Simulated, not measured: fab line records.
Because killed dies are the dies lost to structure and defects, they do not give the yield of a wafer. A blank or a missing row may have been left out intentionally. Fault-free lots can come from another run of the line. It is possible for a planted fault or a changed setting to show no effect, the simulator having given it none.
What tool caused it?    flow berkeley cmos170    Sampling: 7 lots, 21 wafers, 2 of 331 route steps

== WHAT THE GAUGES READ, wafer by wafer ==
UCB170_SDANNEAL_RS_MEAS_02: measures by four-point-probe.
lot   measured      on             PSD_RS (ohm/sq)
L787  day 6 18:02   film metro-04  75.9 75.7 75.6
L789  day 6 20:13   film metro-01  75.4 75.3 75.3
L792  day 7 07:38   film metro-03  75.7 75.8 75.6
L798  day 8 15:13   film metro-03  75.6 75.4 75.4
L803  day 9 19:20   film metro-04  83.7 84.1 84.1
L807  day 10 19:14  film metro-01  75.3 75.5 75.4
L810  day 11 15:32  film metro-04  75.7 75.4 75.5

== WHAT TOOL EACH LOT RAN ON (gives the tool, then ch and the chambers of the sampled wafers, and finally the start) ==
lot   UCB170_SDANNEAL_RTA_01
L787  rtp anneal-02 ch 0, day 6 17:59
L789  rtp anneal-01 ch 0, day 6 20:09
L792  rtp anneal-01 ch 0, day 7 07:32
L798  rtp anneal-02 ch 0, day 8 15:10
L803  rtp anneal-01 ch 0, day 9 19:16
L807  rtp anneal-02 ch 0, day 10 19:11
L810  rtp anneal-02 ch 0, day 11 15:28
- UCB170_SDANNEAL_RTA_01: time 5 s.

== THE ANSWER, worked out from the rows above alone ==
Rule: the lots themselves supply what counts as usual. Put in order of their means at a reading, lots are off if they are a third of the lots or fewer, leave a main group of 4 or more, and stand apart from it by a gap of 3 or more times the standard deviation of the main group's means; of several such gaps the widest counts. A main group whose means are all the same, to the digits that the tables above print for the reading, isn't used. Also off: a lot with no number at a reading for which 4 or more lots have one. The other lots that the step has rows for count as sound.
Off: L803, at UCB170_SDANNEAL_RS_MEAS_02 (PSD_RS). The main group: mean 75.5 ohm/sq, standard deviation 0.15.
If a tool, at a process step before that reading, ran all the lots that are off and no sound lot after the first of them, it fits. The gauges at UCB170_SDANNEAL_RS_MEAS_02 are tried like those tools. One candidate fits, namely rtp anneal-01 at UCB170_SDANNEAL_RTA_01. A fault onset in the window from L792 (day 7 07:32, its last sound lot) to L803 (day 9 19:16, its first lot off) fits.

== WHAT THE SIMULATOR PUT IN ==
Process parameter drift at UCB170_SDANNEAL_RTA_01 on rtp anneal-01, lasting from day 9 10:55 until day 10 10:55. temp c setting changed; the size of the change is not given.
Shown lots that were struck: L803. The same result came from the rule above.
